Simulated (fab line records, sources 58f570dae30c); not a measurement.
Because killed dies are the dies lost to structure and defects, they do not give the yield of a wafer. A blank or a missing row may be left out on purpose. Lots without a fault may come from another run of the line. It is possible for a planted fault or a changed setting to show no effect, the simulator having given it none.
fab line records    flow berkeleyCmos170
[record] lots = 5  wafers = 15  lastDay = 13
route steps=331 shown SILICIDE@212 CONTACT@216
lots untouched by any fault: they come from a run of this same line in which no faults occurred
startH: hours from the record's first day to the start of the lot's first wafer shown    waitH: hours elapsed since this lot's preceding step    " repeats the value in the row above    L1.1+2: a single row standing in for several wafers    - either no value or no given start    * or withheld: withheld    < > ~ a bound
route shown NAME@n: NAME is a module with steps in the file, n the number in the route of the first one    usual: mean/standard deviation taken from wafers without a fault    same: alike in all rows    chamber/n: place in a boat    sites: per-site readings    _std_site: how widely they spread, as a standard deviation    _edge_site: inner sites' mean taken away from outer sites' mean    radiusMm: for every site, how far away it sits from the centre of the wafer    mask NAME#n: copy n    behind: the most recent tool/chamber to have shaped the wafer    hold: reason for holding the lot/hours on hold/outcome of the hold    device: the transistor (n, p or np) that didn't switch    end of line: tests run on the same wafers once the route is complete    a step with no rows: only its recipe    killed: not the wafer's yield, but the dies lost to structure and defects at the first sort    map: a wafer's dies, x killed, . not, _ none there
set.NAME: the setting that was run; set.NAME@STEP: the one run at that earlier step    model.NAME: the simulator's own value behind a step, which no gauge read
certain route steps with their lots: each step a table, each wafer a row
services: a tool's chamber out of use, with start hour (startH, from the record's first day; less than 0 if before it), hours out, and reason
[[steps]]
[step UCB170_SILICIDE_RS_MEAS_02]
[recipe] thkMeasGauge = four-point-probe  reads = Ti_of_SILICIDE_SPUTTER_01
[usual] SILICIDE_TI_RS = 26.2/0.39
lot.wafer  tool          chamber  startH  waitH  SILICIDE_TI_RS[ohm/sq]
L074.2     filmMetro-01  -        186.84  0.0    26.1
L074.5     "             -        "       "      26.1
L074.6     "             -        "       "      26.2
L078.1     filmMetro-01  -        208.89  0.0    25.5
L078.4     "             -        "       "      25.7
L078.6     "             -        "       "      25.9
L079.2     filmMetro-01  -        209.55  0.0    26.2
L079.3     "             -        "       "      26.0
L079.6     "             -        "       "      26.1
L080.2     filmMetro-01  -        227.40  0.1    26.8
L080.3     "             -        "       "      26.7
L080.5     "             -        "       "      26.3
L097.1     filmMetro-02  -        288.97  0.0    25.9
L097.2     "             -        "       "      25.9
L097.6     "             -        "       "      26.1
[step UCB170_SILICIDE_THK_MEAS_03]
[recipe] thkMeasGauge = xrf  reads = Ti_of_SILICIDE_SPUTTER_01
[usual] SILICIDE_TI_THK = 30.3/0.5
lot.wafer  tool          chamber  startH  waitH  SILICIDE_TI_THK[nm]
L074.2     filmMetro-01  -        186.95  0.1    30.4
L074.5     "             -        "       "      30.4
L074.6     "             -        "       "      30.2
L078.1     filmMetro-01  -        209.01  0.1    30.8
L078.4     "             -        "       "      30.8
L078.6     "             -        "       "      30.6
L079.2     filmMetro-01  -        209.66  0.1    30.4
L079.3     "             -        "       "      30.5
L079.6     "             -        "       "      30.3
L080.2     filmMetro-01  -        227.51  0.1    29.9
L080.3     "             -        "       "      30.0
L080.5     "             -        "       "      30.4
L097.1     filmMetro-02  -        289.09  0.1    30.7
L097.2     "             -        "       "      30.7
L097.6     "             -        "       "      30.4
[step UCB170_SILICIDE_RTA_04]
[recipe] tempC = 650  timeS = 15  ambient = N2
[usual] lampPowerPct = 10.1/0.4  wafer_temp_C_max = 653.0/1.3
[same] timeS = 15
lot.wafer  tool          chamber  startH  waitH  lampPowerPct  wafer_temp_C_max
L074.2     rtpAnneal-02  0        187.02  0.1    10.6          651.7
L074.5     "             0        "       "      10.6          651.3
L074.6     "             0        "       "      10.6          652.9
L078.1     rtpAnneal-01  0        209.07  0.1    9.8           653.5
L078.4     "             0        "       "      9.8           653.6
L078.6     "             0        "       "      9.8           653.8
L079.2     rtpAnneal-01  0        209.73  0.1    9.8           652.8
L079.3     "             0        "       "      9.8           654.4
L079.6     "             0        "       "      9.8           653.4
L080.2     rtpAnneal-01  0        227.57  0.1    9.8           654.3
L080.3     "             0        "       "      9.7           653.4
L080.5     "             0        "       "      9.8           655.8
L097.1     rtpAnneal-01  0        289.15  0.1    9.7           655.2
L097.2     "             0        "       "      9.8           654.7
L097.6     "             0        "       "      9.8           655.1
[step UCB170_SILICIDE_WET_ETCH_05]
[recipe] chemistry = SPM  timeS = 45  tempC = 120  target = Ti
[same] timeS = 45
lot.wafer   tool         chamber  startH  waitH
L074.2+5+6  wetBench-01  3        187.08  0.1
L078.1+4+6  wetBench-01  3        209.15  0.1
L079.2+3+6  wetBench-01  1        209.79  0.1
L080.2+3+5  wetBench-03  2        227.71  0.1
L097.1+2+6  wetBench-03  2        289.23  0.1
[step UCB170_CONTACT_CLEAN_00]
[recipe] chemistry = SPM  tempC = 120  timeS = 600
[same] timeS = 600
lot.wafer   tool         chamber  startH  waitH
L074.2+5+6  wetBench-03  3        187.10  0.0
L078.1+4+6  wetBench-04  0        209.17  0.0
L079.2+3+6  wetBench-01  1        209.81  0.0
L080.2+3+5  wetBench-04  3        227.74  0.0
L097.1+2+6  wetBench-01  3        289.25  0.0
[step UCB170_CONTACT_CVD_01]
[recipe] material = PSG  targetThkNm = 700  tempC = 450  precursor = SiH4/O2/PH3  timeS = 2820  pressureMtorr = 300  sih4FlowSccm = 60  o2FlowSccm = 90  ph3FlowSccm = 25
[usual] o2FlowSccm = 90.00/0.22
[same] timeS = 2820
lot.wafer  tool      chamber  startH  waitH  o2FlowSccm
L074.2     lpcvd-01  0        188.61  1.3    90.38
L074.5     "         0        "       "      90.12
L074.6     "         0        "       "      90.07
L078.1     lpcvd-02  1        210.88  1.3    90.24
L078.4     "         1        "       "      90.30
L078.6     "         1        "       "      90.21
L079.2     lpcvd-02  1        210.88  0.9    89.62
L079.3     "         1        "       "      90.06
L079.6     "         1        "       "      89.81
L080.2     lpcvd-01  0        229.43  1.5    90.02
L080.3     "         0        "       "      90.07
L080.5     "         0        "       "      89.81
L097.1     lpcvd-01  1        289.44  0.0    89.89
L097.2     "         1        "       "      89.85
L097.6     "         1        "       "      89.73
[step UCB170_CONTACT_THK_MEAS_02]
[recipe] reads = PSG_of_CONTACT_CVD_01
[usual] CONTACT_PSG_THK = 703/6.8
lot.wafer  tool          chamber  startH  waitH  CONTACT_PSG_THK[nm]
L074.2     filmMetro-02  -        190.40  0.0    690
L074.5     "             -        "       "      693
L074.6     "             -        "       "      696
L078.1     filmMetro-02  -        212.66  0.0    696
L078.4     "             -        "       "      695
L078.6     "             -        "       "      698
L079.2     filmMetro-04  -        212.67  0.0    698
L079.3     "             -        "       "      693
L079.6     "             -        "       "      697
L080.2     filmMetro-03  -        231.22  0.0    691
L080.3     "             -        "       "      689
L080.5     "             -        "       "      693
L097.1     filmMetro-02  -        291.22  0.0    701
L097.2     "             -        "       "      702
L097.6     "             -        "       "      703
[step UCB170_CONTACT_HMDS_03]
[recipe] primeTimeS = 60  primeTempC = 100
[usual] chillPlateTempC = 23.00/0.11  primeTempC = 100.02/0.14
lot.wafer  tool           chamber  startH  waitH  chillPlateTempC  primeTempC
L074.2     lithoTrack-01  0        190.48  0.1    22.98            100.16
L074.5     "              0        "       "      23.09            100.10
L074.6     "              0        "       "      23.06            100.01
L078.1     lithoTrack-04  0        213.57  0.9    23.10            100.27
L078.4     "              0        "       "      22.91            100.12
L078.6     "              0        "       "      23.13            100.21
L079.2     lithoTrack-02  0        213.81  1.1    23.18            99.98
L079.3     "              0        "       "      22.97            99.94
L079.6     "              0        "       "      23.10            99.86
L080.2     lithoTrack-02  0        231.41  0.2    22.95            100.15
L080.3     "              0        "       "      22.98            99.97
L080.5     "              0        "       "      23.09            99.92
L097.1     lithoTrack-04  0        291.59  0.4    22.79            99.85
L097.2     "              0        "       "      22.98            99.69
L097.6     "              0        "       "      22.96            99.72
[step UCB170_CONTACT_COAT_04]
[recipe] resist = KrF  spinRpm = 1500  resistThkNm = 900
[usual] chillPlateTempC = 23.00/0.11
lot.wafer  tool           chamber  startH  waitH  chillPlateTempC
L074.2     lithoTrack-01  0        190.63  0.1    23.02
L074.5     "              0        "       "      23.01
L074.6     "              0        "       "      23.05
L078.1     lithoTrack-04  0        213.72  0.1    23.12
L078.4     "              0        "       "      23.16
L078.6     "              0        "       "      23.05
L079.2     lithoTrack-02  0        213.96  0.1    23.00
L079.3     "              0        "       "      23.03
L079.6     "              0        "       "      22.95
L080.2     lithoTrack-02  0        231.56  0.1    22.92
L080.3     "              0        "       "      22.96
L080.5     "              0        "       "      22.93
L097.1     lithoTrack-04  0        291.74  0.1    22.87
L097.2     "              0        "       "      23.04
L097.6     "              0        "       "      22.76
[step UCB170_CONTACT_SOFTBAKE_05]
[recipe] resist = KrF  tempC = 130  timeS = 60
[usual] chillPlateTempC = 23.02/0.11
[same] timeS = 60
lot.wafer  tool           chamber  startH  waitH  chillPlateTempC
L074.2     lithoTrack-01  0        190.78  0.1    23.31
L074.5     "              0        "       "      23.30
L074.6     "              0        "       "      23.31
L078.1     lithoTrack-04  0        213.87  0.1    23.15
L078.4     "              0        "       "      22.98
L078.6     "              0        "       "      22.96
L079.2     lithoTrack-02  0        214.11  0.1    23.10
L079.3     "              0        "       "      23.02
L079.6     "              0        "       "      23.10
L080.2     lithoTrack-02  0        231.71  0.1    22.88
L080.3     "              0        "       "      23.02
L080.5     "              0        "       "      22.89
L097.1     lithoTrack-04  0        291.89  0.1    22.97
L097.2     "              0        "       "      23.17
L097.6     "              0        "       "      22.95
[step UCB170_CONTACT_STRIP_06]
[recipe] chemistry = O2  powerW = 400  pressureMtorr = 3500  platenTempC = withheld  o2FlowSccm = 400  overashFraction = 0.5
[usual] drypumpMotorCurrentA = 5.6/0.57  o2FlowSccm = 400.1/1.3  oesProductAu = 0.735/0.0046  stripTimeToEndpointS = 21.96/0.061
lot.wafer  tool            chamber  startH  waitH  drypumpMotorCurrentA  o2FlowSccm  oesProductAu  rfHoursCounterH  stripTimeToEndpointS
L074.2     plasmaAsher-02  0        190.90  0.1    4.8                   399.2       0.737         35               21.87
L074.5     "               0        "       "      4.8                   398.1       0.737         -                21.95
L074.6     "               1        "       "      5.7                   399.0       0.733         -                21.93
L078.1     plasmaAsher-04  1        214.02  0.1    5.3                   401.2       0.734         11               21.83
L078.4     "               0        "       "      6.2                   402.5       0.736         -                21.96
L078.6     "               0        "       "      6.2                   400.4       0.743         -                21.93
L079.2     plasmaAsher-02  0        214.23  0.1    4.8                   397.6       0.740         38               21.99
L079.3     "               1        "       "      5.7                   399.6       0.739         -                21.92
L079.6     "               1        "       "      5.7                   401.2       0.728         -                21.97
L080.2     plasmaAsher-02  1        231.91  0.2    5.7                   401.4       0.728         40               21.89
L080.3     "               1        "       "      5.7                   401.9       0.734         -                21.88
L080.5     "               0        "       "      4.8                   399.6       0.727         -                21.82
L097.1     plasmaAsher-03  1        292.04  0.1    6.4                   398.6       0.741         61               21.96
L097.2     "               0        "       "      5.2                   398.4       0.731         61               22.00
L097.6     "               0        "       "      5.2                   402.3       0.735         -                22.00
[step UCB170_CONTACT_CLEAN_07]
[recipe] chemistry = SPM  tempC = 120  timeS = 600
[same] timeS = 600
lot.wafer   tool         chamber  startH  waitH
L074.2+5+6  wetBench-04  3        191.05  0.1
L078.1+4+6  wetBench-04  0        214.26  0.2
L079.2+3+6  wetBench-04  3        214.63  0.4
L080.2+3+5  wetBench-04  2        232.08  0.1
L097.1+2+6  wetBench-04  0        292.14  0.1
[step UCB170_CONTACT_RTA_08]
[recipe] tempC = 900  timeS = 10  ambient = N2
[usual] lampPowerPct = 23.6/0.93  wafer_temp_C_max = 904.2/1.7
[same] timeS = 10
lot.wafer  tool          chamber  startH  waitH  lampPowerPct  wafer_temp_C_max
L074.2     rtpAnneal-01  0        191.31  0.1    22.8          903.3
L074.5     "             0        "       "      22.8          904.2
L074.6     "             0        "       "      22.8          904.7
L078.1     rtpAnneal-01  0        214.61  0.0    22.8          908.2
L078.4     "             0        "       "      22.8          905.4
L078.6     "             0        "       "      22.8          905.0
L079.2     rtpAnneal-01  0        214.99  0.0    22.8          905.6
L079.3     "             0        "       "      22.8          906.0
L079.6     "             0        "       "      22.8          905.8
L080.2     rtpAnneal-02  0        232.27  0.0    24.6          902.5
L080.3     "             0        "       "      24.7          903.1
L080.5     "             0        "       "      24.6          902.1
L097.1     rtpAnneal-02  0        292.31  0.0    24.7          903.5
L097.2     "             0        "       "      24.6          901.7
L097.6     "             0        "       "      24.6          902.7
[step UCB170_CONTACT_COAT_09]
[recipe] resist = BARC  tempC = withheld  timeS = withheld  spinRpm = 3000  resistThkNm = withheld
[usual] chillPlateTempC = *
lot.wafer  tool           chamber  startH  waitH  chillPlateTempC
L074.2     lithoTrack-02  0        191.53  0.2    *
L074.5     "              0        "       "      *
L074.6     "              0        "       "      *
L078.1     lithoTrack-02  0        215.68  1.1    *
L078.4     "              0        "       "      *
L078.6     "              0        "       "      *
L079.2     lithoTrack-01  0        216.01  1.0    *
L079.3     "              0        "       "      *
L079.6     "              0        "       "      *
L080.2     lithoTrack-01  0        232.48  0.2    *
L080.3     "              0        "       "      *
L080.5     "              0        "       "      *
L097.1     lithoTrack-02  0        292.38  0.1    *
L097.2     "              0        "       "      *
L097.6     "              0        "       "      *
[step UCB170_CONTACT_COAT_10]
[recipe] resist = KrF  spinRpm = 1500  resistThkNm = 900
[usual] chillPlateTempC = 23.02/0.094
lot.wafer  tool           chamber  startH  waitH  chillPlateTempC
L074.2     lithoTrack-02  0        -       -      23.13
L074.5     "              0        "       "      23.12
L074.6     "              0        "       "      23.11
L078.1     lithoTrack-02  0        -       -      22.99
L078.4     "              0        "       "      22.91
L078.6     "              0        "       "      22.96
L079.2     lithoTrack-01  0        -       -      23.05
L079.3     "              0        "       "      23.12
L079.6     "              0        "       "      23.03
L080.2     lithoTrack-01  0        -       -      23.05
L080.3     "              0        "       "      23.01
L080.5     "              0        "       "      23.16
L097.1     lithoTrack-02  0        -       -      23.04
L097.2     "              0        "       "      23.05
L097.6     "              0        "       "      23.03
[step UCB170_CONTACT_SOFTBAKE_11]
[recipe] resist = KrF  tempC = 130  timeS = 60
[usual] chillPlateTempC = 23.03/0.094
[same] timeS = 60
lot.wafer  tool           chamber  startH  waitH  chillPlateTempC
L074.2     lithoTrack-02  0        -       -      23.11
L074.5     "              0        "       "      23.07
L074.6     "              0        "       "      23.09
L078.1     lithoTrack-02  0        -       -      23.04
L078.4     "              0        "       "      23.14
L078.6     "              0        "       "      23.14
L079.2     lithoTrack-01  0        -       -      23.28
L079.3     "              0        "       "      23.01
L079.6     "              0        "       "      23.19
L080.2     lithoTrack-01  0        -       -      22.86
L080.3     "              0        "       "      22.84
L080.5     "              0        "       "      22.91
L097.1     lithoTrack-02  0        -       -      23.12
L097.2     "              0        "       "      23.15
L097.6     "              0        "       "      23.09
[step UCB170_CONTACT_EXPOSE_12]
[recipe] maskId = CONT  targetCdNm = 700  na = 0.5  sigmaOuter = 0.6  sourceShape = conventional  doseMj = 35
lot.wafer   tool           chamber  startH  waitH  mask
L074.2+5+6  krfScanner-02  0        192.09  -      CONT#0
L078.1+4+6  krfScanner-01  0        216.28  -      CONT#0
L079.2+3+6  krfScanner-02  0        216.58  -      CONT#0
L080.2+3+5  krfScanner-02  0        232.92  -      CONT#0
L097.1+2+6  krfScanner-01  0        292.96  -      CONT#0
[step UCB170_CONTACT_PEB_13]
[recipe] pebTempC = 130  pebTimeS = withheld  resist = KrF
[usual] chillPlateTempC = 22.99/0.1
lot.wafer  tool           chamber  startH  waitH  chillPlateTempC
L074.2     lithoTrack-01  0        192.68  0.6    22.93
L074.5     "              0        "       "      22.88
L074.6     "              0        "       "      22.95
L078.1     lithoTrack-04  0        216.92  0.6    23.04
L078.4     "              0        "       "      22.96
L078.6     "              0        "       "      22.87
L079.2     lithoTrack-01  0        217.18  0.6    22.91
L079.3     "              0        "       "      22.94
L079.6     "              0        "       "      23.14
L080.2     lithoTrack-04  0        233.19  0.2    23.11
L080.3     "              0        "       "      23.02
L080.5     "              0        "       "      22.89
L097.1     lithoTrack-01  0        293.11  0.1    22.75
L097.2     "              0        "       "      22.99
L097.6     "              0        "       "      22.95
[step UCB170_CONTACT_DEVELOP_14]
[recipe] developer = TMAH  developTimeS = 45  resist = KrF  devTempC = 21
[usual] chillPlateTempC = 22.97/0.12
lot.wafer  tool           chamber  startH  waitH  chillPlateTempC
L074.2     lithoTrack-01  0        -       -      23.10
L074.5     "              0        "       "      22.94
L074.6     "              0        "       "      22.93
L078.1     lithoTrack-04  0        -       -      23.05
L078.4     "              0        "       "      23.11
L078.6     "              0        "       "      23.10
L079.2     lithoTrack-01  0        -       -      23.16
L079.3     "              0        "       "      23.13
L079.6     "              0        "       "      23.05
L080.2     lithoTrack-04  0        -       -      23.06
L080.3     "              0        "       "      23.06
L080.5     "              0        "       "      22.87
L097.1     lithoTrack-01  0        -       -      22.98
L097.2     "              0        "       "      23.01
L097.6     "              0        "       "      22.89
[step UCB170_CONTACT_CD_MEAS_15]
[recipe] targetCdNm = 700
[usual] cdNm = 700.0/1.6
lot.wafer  tool      chamber  startH  waitH  cdNm
L074.2     cdSem-02  -        192.95  -      700.6
L074.5     "         -        "       "      700.5
L074.6     "         -        "       "      700.9
L078.1     cdSem-01  -        217.19  -      699.9
L078.4     "         -        "       "      699.1
L078.6     "         -        "       "      699.8
L079.2     cdSem-02  -        217.45  -      698.1
L079.3     "         -        "       "      696.4
L079.6     "         -        "       "      697.7
L080.2     cdSem-01  -        233.46  -      699.9
L080.3     "         -        "       "      700.3
L080.5     "         -        "       "      700.1
L097.1     cdSem-02  -        293.38  -      698.5
L097.2     "         -        "       "      699.3
L097.6     "         -        "       "      700.5
[step UCB170_CONTACT_OVL_MEAS_16]
[usual] CONTACT_OVL = 1/4.9
lot.wafer  tool        chamber  startH  waitH  CONTACT_OVL[nm]
L074.2     overlay-01  -        193.06  0.1    8
L074.5     "           -        "       "      1
L074.6     "           -        "       "      6
L078.1     overlay-02  -        217.31  0.1    5
L078.4     "           -        "       "      7
L078.6     "           -        "       "      2
L079.2     overlay-02  -        217.56  0.1    3
L079.3     "           -        "       "      -1
L079.6     "           -        "       "      -1
L080.2     overlay-01  -        233.56  0.1    -3
L080.3     "           -        "       "      4
L080.5     "           -        "       "      -1
L097.1     overlay-02  -        293.50  0.1    1
L097.2     "           -        "       "      -2
L097.6     "           -        "       "      -5
[step UCB170_CONTACT_ETCH_17]
[recipe] chemistry = N2/H2  targetDepthA = withheld  overetchA = withheld  target = BARC  timeS = withheld  sourceW = 500  biasW = 100  pressureMtorr = 30  n2FlowSccm = 100  h2FlowSccm = 200
[usual] drypumpMotorCurrentA = 5.8/0.47  oesProductAu = 1.001/0.021  throttleValvePct = 13.26/0.17
lot.wafer  tool        chamber  startH  waitH  drypumpMotorCurrentA  oesProductAu  throttleValvePct
L074.2     rieDiel-03  2        193.09  0.0    6.2                   1.000         13.11
L074.5     "           0        "       "      5.6                   0.975         12.99
L074.6     "           1        "       "      5.9                   0.996         13.49
L078.1     rieDiel-03  2        217.35  0.0    6.2                   1.006         13.09
L078.4     "           1        "       "      5.9                   1.001         13.51
L078.6     "           2        "       "      6.2                   1.004         13.09
L079.2     rieDiel-04  0        217.59  0.0    6.4                   0.962         13.09
L079.3     "           2        "       "      5.8                   1.000         13.14
L079.6     "           0        "       "      6.4                   0.972         13.09
L080.2     rieDiel-04  3        233.59  0.0    5.3                   1.007         13.38
L080.3     "           0        "       "      6.4                   0.973         13.09
L080.5     "           3        "       "      5.2                   1.002         13.39
L097.1     rieDiel-04  0        293.54  0.0    6.4                   0.965         13.10
L097.2     "           2        "       "      5.8                   1.003         13.14
L097.6     "           3        "       "      5.3                   1.008         13.39
[step UCB170_CONTACT_ETCH_18]
[recipe] chemistry = CHF3/CF4/Ar  target = PSG  stopOn = TiSi2  CHF3_flow_sccm = 45  cf4FlowSccm = 15  Ar_flow_sccm = 150  pressureMtorr = 200  rfW = 700  targetDepthA = 8400  overEtchFrac = 0.2  timeS = 195
[usual] cf4FlowSccm = 15.00/0.042  drypumpMotorCurrentA = 5.8/0.47  oesProductAu = 0.899/0.014  throttleValvePct = 6.90/0.11
[same] timeS = 195
lot.wafer  tool        chamber  startH  waitH  cf4FlowSccm  drypumpMotorCurrentA  oesProductAu  rfHoursCounterH  throttleValvePct
L074.2     rieDiel-03  2        -       -      14.94        6.2                   0.890         118              6.79
L074.5     "           0        "       "      15.04        5.5                   0.889         -                6.74
L074.6     "           1        "       "      15.00        5.9                   0.890         -                7.08
L078.1     rieDiel-03  2        -       -      14.95        6.2                   0.886         119              6.81
L078.4     "           1        "       "      14.97        5.9                   0.898         -                7.09
L078.6     "           2        "       "      14.93        6.2                   0.885         -                6.79
L079.2     rieDiel-04  0        -       -      15.03        6.4                   0.884         79               6.82
L079.3     "           2        "       "      15.05        5.8                   0.885         19               6.82
L079.6     "           0        "       "      15.00        6.4                   0.891         -                6.82
L080.2     rieDiel-04  3        -       -      15.03        5.3                   0.904         2                7.01
L080.3     "           0        "       "      15.01        6.4                   0.879         80               6.84
L080.5     "           3        "       "      15.03        5.3                   0.906         -                7.01
L097.1     rieDiel-04  0        -       -      14.97        6.4                   0.895         83               6.85
L097.2     "           2        "       "      15.00        5.8                   0.887         24               6.81
L097.6     "           3        "       "      14.99        5.3                   0.909         -                7.01
[step UCB170_CONTACT_STRIP_19]
[recipe] chemistry = O2  powerW = 400  pressureMtorr = 3500  platenTempC = withheld  o2FlowSccm = 400  overashFraction = 0.5
[usual] drypumpMotorCurrentA = 5.6/0.56  o2FlowSccm = 399.9/1.1  oesProductAu = 0.725/0.0046
lot.wafer  tool            chamber  startH  waitH  drypumpMotorCurrentA  o2FlowSccm  oesProductAu  rfHoursCounterH
L074.2     plasmaAsher-02  0        193.25  -      4.8                   399.0       0.720         35
L074.5     "               1        "       "      5.7                   399.4       0.719         -
L074.6     "               0        "       "      4.8                   398.3       0.731         -
L078.1     plasmaAsher-03  0        217.52  -      5.2                   399.1       0.720         51
L078.4     "               1        "       "      6.5                   399.2       0.722         -
L078.6     "               1        "       "      6.5                   400.0       0.727         -
L079.2     plasmaAsher-04  0        217.76  -      6.2                   401.3       0.719         12
L079.3     "               1        "       "      5.3                   400.3       0.727         -
L079.6     "               0        "       "      6.2                   399.9       0.725         -
L080.2     plasmaAsher-02  0        233.76  -      4.8                   399.9       0.718         40
L080.3     "               1        "       "      5.7                   397.3       0.724         -
L080.5     "               0        "       "      4.8                   398.2       0.719         -
L097.1     plasmaAsher-02  0        293.71  -      4.8                   402.5       0.728         48
L097.2     "               1        "       "      5.7                   400.9       0.724         48
L097.6     "               1        "       "      5.8                   398.7       0.728         -
[[services]]
tool            chamber  startH  hours  kind
krfScanner-02   -        175.58  3.6    pm
krfScanner-01   -        182.13  5.7    repair
plasmaAsher-04  -        186.58  0.7    repair
rieDiel-04      3        189.46  -      clean
rieDiel-04      3        189.46  16.9   scheduledDown
rieDiel-04      3        189.46  16.9   ventCycle
krfScanner-02   -        194.57  1.8    repair
plasmaAsher-04  -        195.97  0.4    repair
krfScanner-01   -        198.28  0.7    repair
krfScanner-01   -        200.05  0.8    repair
krfScanner-01   -        200.87  1.3    pm
krfScanner-02   -        211.88  3.2    repair
plasmaAsher-04  -        228.22  4.3    repair
wetBench-03     -        228.27  1.9    pm
krfScanner-02   -        233.98  1.0    pm
krfScanner-01   -        235.17  1.0    pm
krfScanner-02   -        239.00  0.8    pm
plasmaAsher-03  -        242.39  0.5    repair
rtpAnneal-01    -        246.98  4.5    pm
rieDiel-04      0        262.90  17.8   repair
krfScanner-01   -        284.69  0.9    repair
rieDiel-04      1        288.09  11.5   repair
plasmaAsher-02  -        289.54  1.4    repair
lpcvd-02        -        292.63  0.3    repair
[[key]]
fault none
